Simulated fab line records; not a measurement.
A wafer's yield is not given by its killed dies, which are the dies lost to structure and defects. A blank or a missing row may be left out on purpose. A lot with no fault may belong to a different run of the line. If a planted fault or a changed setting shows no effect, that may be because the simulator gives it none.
fab line records | flow berkeleyCmos170
record: lots: 7 | wafers: 21 | lastDay: 11
route steps=331 shown GATE@129 M3@331
lots with no fault: from the same line, run without faults
startH: start of the lot's first displayed wafer, in hours after the record's first day | waitH: hours elapsed since this lot's preceding step | " the same as in the row above | L1.1+2: one row covering several wafers at once | - no value, or no start was given | * or withheld: withheld | < > ~ a bound
route shown NAME@n: names a module that has steps shown in the file, with the first one's number in the route | usual: the fault-free wafers' mean and standard deviation | same: alike in all rows | chamber/n: place in a boat | sites: readings site by site | _std_site: how widely they spread, as a standard deviation | _edge_site: mean of outer sites minus mean of inner sites | radiusMm: how far each site lies from the wafer's centre | mask NAME#n: copy n | behind: the most recent tool/chamber to have shaped the wafer | hold: cause of the lot's hold/its duration in hours/its outcome | device: the n, p or np transistor that did not switch | end of line: the route-end tests of the same wafers | a step with no rows: only its recipe | killed: not the wafer's yield, but the dies lost to structure and defects at the first sort | map: shows each die of a wafer: x if killed, . if not, _ if none is there
set.NAME: the setting that was run; set.NAME@STEP: the one run at that earlier step | model.NAME: the simulator's own value behind a step, which no gauge read
certain route steps with their lots: each step a table, each wafer a row
services: a tool's chamber out of use, with start hour (startH, from the record's first day; less than 0 if before it), hours out, and reason
== steps ==
step: UCB170_GATE_ANNEAL_03
recipe: tempC: 900 | timeS: 1800 | ambient: N2
step: UCB170_GATE_CVD_04
recipe: material: poly-Si | tempC: 610 | precursor: SiH4 | timeS: 1440 | pressureMtorr: 375 | targetThkNm: 214 | sih4FlowSccm: 120
step: UCB170_GATE_THK_MEAS_05
recipe: reads: poly-Si_of_GATE_CVD_04
usual: GATE_POLY_THK: 215.1/2.1
lot.wafer | tool         | chamber | startH | waitH | GATE_POLY_THK[nm]
L941.1    | filmMetro-04 | -       | 150.39 | 0.1   | 214.3
L941.3    | "            | -       | "      | "     | 215.4
L941.5    | "            | -       | "      | "     | 215.3
L947.2    | filmMetro-03 | -       | 159.26 | 0.0   | 215.1
L947.3    | "            | -       | "      | "     | 214.2
L947.4    | "            | -       | "      | "     | 215.0
L952.3    | filmMetro-03 | -       | 188.55 | 0.0   | 213.6
L952.4    | "            | -       | "      | "     | 214.2
L952.5    | "            | -       | "      | "     | 214.9
L954.2    | filmMetro-04 | -       | 198.68 | 0.0   | 213.6
L954.3    | "            | -       | "      | "     | 215.6
L954.4    | "            | -       | "      | "     | 212.5
L953.2    | filmMetro-04 | -       | 198.74 | 0.1   | 219.0
L953.5    | "            | -       | "      | "     | 220.2
L953.6    | "            | -       | "      | "     | 220.5
L956.1    | filmMetro-03 | -       | 214.10 | 0.0   | 212.8
L956.2    | "            | -       | "      | "     | 211.2
L956.3    | "            | -       | "      | "     | 212.7
L961.2    | filmMetro-01 | -       | 233.62 | 0.0   | 214.0
L961.5    | "            | -       | "      | "     | 215.4
L961.6    | "            | -       | "      | "     | 217.4
step: UCB170_GATE_COAT_06
recipe: resist: BARC | tempC: withheld | timeS: withheld | spinRpm: 3000 | resistThkNm: withheld
step: UCB170_GATE_COAT_07
recipe: resist: KrF | spinRpm: 1500 | resistThkNm: 900
step: UCB170_GATE_SOFTBAKE_08
recipe: resist: KrF | tempC: 130 | timeS: 60
step: UCB170_GATE_EXPOSE_09
recipe: maskId: POLY | targetCdNm: 350 | na: 0.5 | sigmaOuter: 0.6 | sourceShape: conventional | doseMj: 21
step: UCB170_GATE_PEB_10
recipe: pebTempC: 130 | pebTimeS: withheld | resist: KrF
step: UCB170_GATE_DEVELOP_11
recipe: developer: TMAH | developTimeS: 45 | resist: KrF | devTempC: 21
step: UCB170_GATE_CD_MEAS_12
recipe: targetCdNm: 350
usual: cdNm: 350.4/1.1
lot.wafer | tool     | chamber | startH | waitH | cdNm
L941.1    | cdSem-01 | -       | 153.33 | -     | 350.5
L941.3    | "        | -       | "      | "     | 351.1
L941.5    | "        | -       | "      | "     | 351.5
L947.2    | cdSem-01 | -       | 160.87 | -     | 351.8
L947.3    | "        | -       | "      | "     | 349.3
L947.4    | "        | -       | "      | "     | 351.5
L952.3    | cdSem-02 | -       | 190.14 | -     | 352.7
L952.4    | "        | -       | "      | "     | 352.1
L952.5    | "        | -       | "      | "     | 350.8
L954.2    | cdSem-02 | -       | 199.59 | -     | 349.5
L954.3    | "        | -       | "      | "     | 349.5
L954.4    | "        | -       | "      | "     | 351.2
L953.2    | cdSem-01 | -       | 200.12 | -     | 349.3
L953.5    | "        | -       | "      | "     | 349.8
L953.6    | "        | -       | "      | "     | 350.4
L956.1    | cdSem-02 | -       | 215.15 | -     | 350.7
L956.2    | "        | -       | "      | "     | 349.5
L956.3    | "        | -       | "      | "     | 349.4
L961.2    | cdSem-01 | -       | 235.02 | -     | 349.8
L961.5    | "        | -       | "      | "     | 350.0
L961.6    | "        | -       | "      | "     | 347.6
step: UCB170_GATE_OVL_MEAS_13
usual: GATE_OVL: -1/6.3
lot.wafer | tool       | chamber | startH | waitH | GATE_OVL[nm]
L941.1    | overlay-01 | -       | 153.45 | 0.1   | -5
L941.3    | "          | -       | "      | "     | -11
L941.5    | "          | -       | "      | "     | -13
L947.2    | overlay-02 | -       | 160.98 | 0.1   | 0
L947.3    | "          | -       | "      | "     | -4
L947.4    | "          | -       | "      | "     | -6
L952.3    | overlay-01 | -       | 190.23 | 0.1   | -9
L952.4    | "          | -       | "      | "     | -4
L952.5    | "          | -       | "      | "     | 0
L954.2    | overlay-02 | -       | 199.70 | 0.1   | 0
L954.3    | "          | -       | "      | "     | -10
L954.4    | "          | -       | "      | "     | 0
L953.2    | overlay-01 | -       | 200.23 | 0.1   | -6
L953.5    | "          | -       | "      | "     | -4
L953.6    | "          | -       | "      | "     | 5
L956.1    | overlay-01 | -       | 215.27 | 0.1   | 0
L956.2    | "          | -       | "      | "     | 3
L956.3    | "          | -       | "      | "     | -1
L961.2    | overlay-02 | -       | 235.12 | 0.1   | 13
L961.5    | "          | -       | "      | "     | 8
L961.6    | "          | -       | "      | "     | 14
step: UCB170_GATE_ETCH_14
recipe: chemistry: N2/H2 | targetDepthA: withheld | overetchA: withheld | target: BARC | timeS: withheld | sourceW: 500 | biasW: 100 | pressureMtorr: 30 | n2FlowSccm: 100 | h2FlowSccm: 200
usual: drypumpMotorCurrentA: 5.80/0.28 | oesProductAu: 0.996/0.018 | throttleValvePct: 13.34/0.17
lot.wafer | tool       | chamber | startH | waitH | drypumpMotorCurrentA | oesProductAu | throttleValvePct
L941.1    | rieDiel-04 | 3       | 153.48 | 0.0   | 6.17                 | 0.987        | 13.23
L941.3    | "          | 2       | "      | "     | 5.43                 | 1.000        | 13.32
L941.5    | "          | 2       | "      | "     | 5.43                 | 0.995        | 13.30
L947.2    | rieDiel-02 | 3       | 161.01 | 0.0   | 5.80                 | 0.991        | 13.44
L947.3    | "          | 0       | "      | "     | 6.27                 | 0.984        | 13.24
L947.4    | "          | 2       | "      | "     | 5.69                 | 0.966        | 13.20
L952.3    | rieDiel-02 | 1       | 190.25 | 0.0   | 5.78                 | 1.002        | 12.98
L952.4    | "          | 3       | "      | "     | 5.81                 | 1.000        | 13.43
L952.5    | "          | 1       | "      | "     | 5.80                 | 1.005        | 12.99
L954.2    | rieDiel-02 | 2       | 199.73 | 0.0   | 5.67                 | 0.970        | 13.19
L954.3    | "          | 0       | "      | "     | 6.24                 | 0.970        | 13.25
L954.4    | "          | 3       | "      | "     | 5.79                 | 0.997        | 13.43
L953.2    | rieDiel-04 | 1       | 200.26 | 0.0   | 5.84                 | 1.018        | 13.58
L953.5    | "          | 0       | "      | "     | 5.81                 | 0.989        | 13.39
L953.6    | "          | 1       | "      | "     | 5.83                 | 1.007        | 13.56
L956.1    | rieDiel-01 | 3       | 215.31 | 0.0   | 5.39                 | 1.040        | 13.19
L956.2    | "          | 1       | "      | "     | 5.58                 | 0.986        | 13.44
L956.3    | "          | 2       | "      | "     | 6.03                 | 0.987        | 13.61
L961.2    | rieDiel-04 | 0       | 235.15 | 0.0   | 5.79                 | 0.991        | 13.40
L961.5    | "          | 2       | "      | "     | 5.42                 | 1.009        | 13.30
L961.6    | "          | 3       | "      | "     | 6.18                 | 0.986        | 13.22
step: UCB170_GATE_ETCH_15
recipe: chemistry: HBr/Cl2 | target: poly-Si | stopOn: SiO2 | overEtchFrac: 0.3 | icpW: 300 | biasW: 150 | timeS: 56.3 | pressureMtorr: 15 | HBr_flow_sccm: 150 | Cl2_flow_sccm: 50 | targetDepthA: 2782
usual: drypumpMotorCurrentA: 5.5/0.43 | oesProductAu: 0.836/0.017 | overEtchFrac: 0.3/0 | throttleValvePct: 26.32/0.19
lot.wafer | tool     | chamber | startH | waitH | drypumpMotorCurrentA | oesProductAu | overEtchFrac | rfHoursCounterH | throttleValvePct | model.KrF_of_GATE_COAT_07.thkNm
L941.1    | rieSi-01 | 1       | 153.53 | -     | 4.9                  | 0.822        | 0.3          | 53              | 26.32            | 773.2
L941.3    | "        | 0       | "      | "     | 5.2                  | 0.830        | 0.3          | 2               | 26.36            | 779
L941.5    | "        | 0       | "      | "     | 5.2                  | 0.827        | 0.3          | -               | 26.37            | 776.6
L947.2    | rieSi-02 | 2       | 161.05 | -     | 5.7                  | 0.817        | 0.3          | 0               | 26.04            | 781.6
L947.3    | "        | 3       | "      | "     | 6.1                  | 0.832        | 0.3          | 0               | 26.16            | 779.7
L947.4    | "        | 1       | "      | "     | 5.3                  | 0.842        | 0.3          | 96              | 26.16            | 780
L952.3    | rieSi-02 | 1       | 190.29 | -     | 5.3                  | 0.958        | 0.06         | 96              | 26.16            | 799.5
L952.4    | "        | 3       | "      | "     | 6.1                  | 0.955        | 0.06         | 1               | 26.17            | 794.7
L952.5    | "        | 2       | "      | "     | 5.7                  | 0.930        | 0.06         | -               | 26.05            | 795.4
L954.2    | rieSi-02 | 2       | 199.77 | -     | 5.7                  | 0.926        | 0.06         | 0               | 26.04            | 795.4
L954.3    | "        | 1       | "      | "     | 5.3                  | 0.976        | 0.06         | 96              | 26.16            | 797.6
L954.4    | "        | 3       | "      | "     | 6.1                  | 0.961        | 0.06         | 1               | 26.16            | 799.2
L953.2    | rieSi-02 | 1       | 200.30 | -     | 5.3                  | 0.980        | 0.06         | 96              | 26.18            | 794
L953.5    | "        | 0       | "      | "     | 5.3                  | 1.002        | 0.06         | -               | 26.56            | 795.4
L953.6    | "        | 1       | "      | "     | 5.3                  | 0.978        | 0.06         | -               | 26.17            | 794.1
L956.1    | rieSi-01 | 2       | 215.35 | -     | 6.1                  | 0.852        | 0.3          | 0               | 26.63            | 776.1
L956.2    | "        | 1       | "      | "     | 4.9                  | 0.823        | 0.3          | 54              | 26.32            | 779.6
L956.3    | "        | 2       | "      | "     | 6.1                  | 0.858        | 0.3          | -               | 26.62            | 776.8
L961.2    | rieSi-01 | 3       | 235.20 | -     | 5.3                  | 0.822        | 0.3          | 1               | 26.30            | 774.7
L961.5    | "        | 3       | "      | "     | 5.3                  | 0.824        | 0.3          | -               | 26.30            | 774.6
L961.6    | "        | 2       | "      | "     | 6.2                  | 0.869        | 0.3          | -               | 26.62            | 777.3
step: UCB170_GATE_STRIP_16
recipe: chemistry: O2 | powerW: 400 | pressureMtorr: 3500 | platenTempC: withheld | o2FlowSccm: 400 | overashFraction: 0.5
usual: drypumpMotorCurrentA: 6.0/0.46 | oesProductAu: 0.724/0.0046
lot.wafer | tool           | chamber | startH | waitH | drypumpMotorCurrentA | oesProductAu | rfHoursCounterH
L941.1    | plasmaAsher-04 | 1       | 153.57 | 0.0   | 6.6                  | 0.723        | 36
L941.3    | "              | 1       | "      | "     | 6.7                  | 0.721        | -
L941.5    | "              | 1       | "      | "     | 6.7                  | 0.731        | -
L947.2    | plasmaAsher-01 | 1       | 161.10 | 0.0   | 5.8                  | 0.726        | 47
L947.3    | "              | 1       | "      | "     | 5.9                  | 0.728        | -
L947.4    | "              | 0       | "      | "     | 6.2                  | 0.725        | -
L952.3    | plasmaAsher-01 | 1       | 190.38 | 0.1   | 5.9                  | 0.721        | -
L952.4    | "              | 0       | "      | "     | 6.2                  | 0.722        | -
L952.5    | "              | 0       | "      | "     | 6.2                  | 0.732        | -
L954.2    | plasmaAsher-01 | 1       | 199.82 | 0.0   | 6.0                  | 0.724        | 53
L954.3    | "              | 1       | "      | "     | 5.9                  | 0.727        | -
L954.4    | "              | 0       | "      | "     | 6.2                  | 0.728        | -
L953.2    | plasmaAsher-01 | 1       | 200.35 | 0.0   | 5.9                  | 0.722        | 53
L953.5    | "              | 1       | "      | "     | 5.9                  | 0.729        | -
L953.6    | "              | 0       | "      | "     | 6.2                  | 0.723        | -
L956.1    | plasmaAsher-03 | 1       | 215.42 | 0.0   | 5.4                  | 0.722        | 49
L956.2    | "              | 0       | "      | "     | 5.1                  | 0.726        | 49
L956.3    | "              | 0       | "      | "     | 5.1                  | 0.722        | -
L961.2    | plasmaAsher-01 | 0       | 235.24 | 0.0   | 6.2                  | 0.720        | 57
L961.5    | "              | 0       | "      | "     | 6.2                  | 0.727        | -
L961.6    | "              | 1       | "      | "     | 5.9                  | 0.717        | -
step: UCB170_M3_PROBE_99
lot.wafer | tool      | chamber | startH | waitH | model.etest.pldd.lineOhmUm | model.etest.pldd.rsOhmSq | model.etest.nldd.rsOhmSq | model.etest.polyCombOverSteps.leakLog10AUm | model.etest.polyCombOverSteps.overLimit | model.etest.antennaPoly.vtShiftV
L941.1    | prober-01 | -       | 192.40 | 0.1   | 1877                       | 1113                     | 785.5                    | -12.74                                     | 0                                       | -0.009325
L941.3    | prober-01 | -       | 192.50 | 0.2   | 1918                       | 1131                     | 785.9                    | -12.81                                     | 0                                       | -0.006442
L941.5    | prober-01 | -       | 192.60 | 0.2   | 1917                       | 1132                     | 781.4                    | -12.75                                     | 0                                       | -0.007521
L947.2    | prober-01 | -       | 201.67 | 0.1   | 1824                       | 1130                     | 765.7                    | -13.02                                     | 0                                       | -0.006988
L947.3    | prober-01 | -       | 201.72 | 0.2   | 1864                       | 1139                     | 772.1                    | -12.67                                     | 0                                       | -0.008019
L947.4    | prober-01 | -       | 201.77 | 0.2   | 1830                       | 1126                     | 760.5                    | -12.73                                     | 0                                       | -0.005921
L952.3    | prober-01 | -       | 233.22 | 0.2   | 1948                       | 1179                     | 782.8                    | -4.229                                     | 0                                       | -0.00624
L952.4    | prober-01 | -       | 233.27 | 0.2   | 1924                       | 1173                     | 777                      | -4.157                                     | 0                                       | -0.001692
L952.5    | prober-01 | -       | 233.32 | 0.2   | 1883                       | 1160                     | 781.4                    | -4.037                                     | 0                                       | -0.004941
L954.2    | prober-01 | -       | 239.58 | 0.1   | 1896                       | 1147                     | 800.3                    | -5.247                                     | 0                                       | -0.003197
L954.3    | prober-01 | -       | 239.63 | 0.2   | 1899                       | 1160                     | 801.6                    | -4.852                                     | 0                                       | 0.0008492
L954.4    | prober-01 | -       | 239.68 | 0.2   | 1901                       | 1164                     | 803.3                    | -5.672                                     | 0                                       | -0.003748
L953.2    | prober-02 | -       | 240.21 | 0.1   | 1953                       | 1166                     | 772.1                    | -                                          | 1                                       | -3.572e-05
L953.5    | prober-02 | -       | 240.36 | 0.2   | 1946                       | 1164                     | 777.5                    | -                                          | 1                                       | -0.003295
L953.6    | prober-02 | -       | 240.41 | 0.2   | 1948                       | 1183                     | 767.2                    | -                                          | 1                                       | -0.001696
L956.1    | prober-02 | -       | 256.52 | 0.1   | 1827                       | 1128                     | 780.8                    | -12.78                                     | 0                                       | -0.007708
L956.2    | prober-02 | -       | 256.57 | 0.1   | 1814                       | 1121                     | 780.2                    | -12.73                                     | 0                                       | -0.006479
L956.3    | prober-02 | -       | 256.62 | 0.2   | 1804                       | 1086                     | 781                      | -12.66                                     | 0                                       | -0.01195
L961.2    | prober-02 | -       | 275.50 | 0.1   | 1815                       | 1126                     | 774.4                    | -12.62                                     | 0                                       | -0.009987
L961.5    | prober-02 | -       | 275.65 | 0.2   | 1872                       | 1120                     | 779.2                    | -12.95                                     | 0                                       | -0.007539
L961.6    | prober-02 | -       | 275.70 | 0.2   | 1869                       | 1142                     | 771.5                    | -12.89                                     | 0                                       | -0.002518
killed by level:class
L941.1 CONTACT:coatMicrobubblePrinted=2 GATE:geometricParticle:open=1 GATE:geometricParticle:short=1 SPACER:geometricParticle:short=1 CONTACT:geometricParticle:short=1
L941.3 WELLDRIVE:geometricParticle:open=1 V1:geometricParticle:short=1 M2:geometricParticle:short=1 CONTACT:coatMicrobubblePrinted=1
L941.5 CONTACT:coatMicrobubblePrinted=2 ACTIVE:geometricParticle:open=1 GATE:geometricParticle:open=1 M3:geometricParticle:short=1
L947.2 GATE:geometricParticle:open=1 M3:geometricParticle:short=1
L947.3 GATE:geometricParticle:short=1 SILICIDE:geometricParticle:open=1 CONTACT:geometricParticle:open=1 M1:geometricParticle:short=1
L947.4 GATE:geometricParticle:open=1 GATE:geometricParticle:short=1
L956.1 NWELL:areaEtch=4 M1:geometricParticle:open=1 M2:geometricParticle:short=1
L956.2 WELLDRIVE:geometricParticle:short=1 WELLDRIVE:geometricParticle:open=1 GATE:geometricParticle:open=1
L956.3 GATE:geometricParticle:short=2 GATE:geometricParticle:open=1 M2:geometricParticle:short=1
L961.2 GATE:geometricParticle:open=4 PWELL:areaEtch=2 M1:geometricParticle:open=1
L961.5 SCREENOX:geometricParticle:open=1 SILICIDE:geometricParticle:short=1 V1:geometricParticle:open=1 V2:geometricParticle:short=1
L961.6 WELLDRIVE:geometricParticle:short=1 SPACER:geometricParticle:open=1 V1:geometricParticle:short=1 V2:geometricParticle:open=1
== services ==
tool           | chamber | startH | hours | kind
rieSi-02       | 3       | 147.74 | 1.6   | repair
rieDiel-01     | -       | 147.94 | 4.0   | pm
rieDiel-01     | 2       | 160.63 | 11.7  | repair
plasmaAsher-03 | -       | 165.06 | 2.8   | pm
plasmaAsher-03 | -       | 176.56 | 14.6  | pm
rieDiel-04     | -       | 181.17 | 0.4   | repair
rieSi-01       | 3       | 207.17 | 3.4   | repair
rieSi-01       | 0       | 207.72 | 7.7   | repair
rieDiel-02     | 3       | 209.80 | 4.0   | repair
rieDiel-02     | -       | 209.83 | 1.9   | repair
rieSi-01       | 3       | 212.59 | 7.6   | repair
plasmaAsher-03 | -       | 219.76 | 1.7   | repair
rieDiel-01     | 3       | 226.36 | 2.0   | repair
== key ==
firstSign: step: UCB170_GATE_ETCH_15 | reading: overEtchFrac | direction: down | sigmas: 99+ | usual: 0.3 | struck: 0.06
effect: step: UCB170_GATE_ETCH_15 | reading: oesProductAu | direction: up | sigmas: 7.7 | usual: 0.836 | struck: 0.963
modelEffect: step: UCB170_GATE_ETCH_15 | value: KrF_of_GATE_COAT_07.thkNm | without: 776 | struck: 796.1
modelEffect: step: UCB170_M3_PROBE_99 | value: etest.pldd.lineOhmUm | without: 1851 | struck: 1922
metAt UCB170_GATE_ETCH_15
struckWafers L952.3,L952.4,L952.5,L953.2,L953.5,L953.6,L954.2,L954.3,L954.4
sortLeftOut L952.3,L952.4,L952.5,L953.2,L953.5,L953.6,L954.2,L954.3,L954.4
testerLeftOut L952,L953,L954
onsetBetween 161.05 190.29
fault: kind: processParameterDrift | tool: rieSi-02 | chamber: - | onsetH: 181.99 | steps: UCB170_GATE_ETCH_15 | channel: overEtchFrac | offset: -0.24 | shape: step | endH: 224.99 | stated: 0.3
testerLeftOut: of these lots the tester's yield and bins aren't shown, on N5 and GAA mostly nor the transistor test; their killed dies are dies lost to structure and defects alone, not to doping, threshold or leakage, so they don't give the yield
sortLeftOut: the simulated sort isn't trusted on such a fault, so these wafers' sort isn't shown, and their yield isn't known
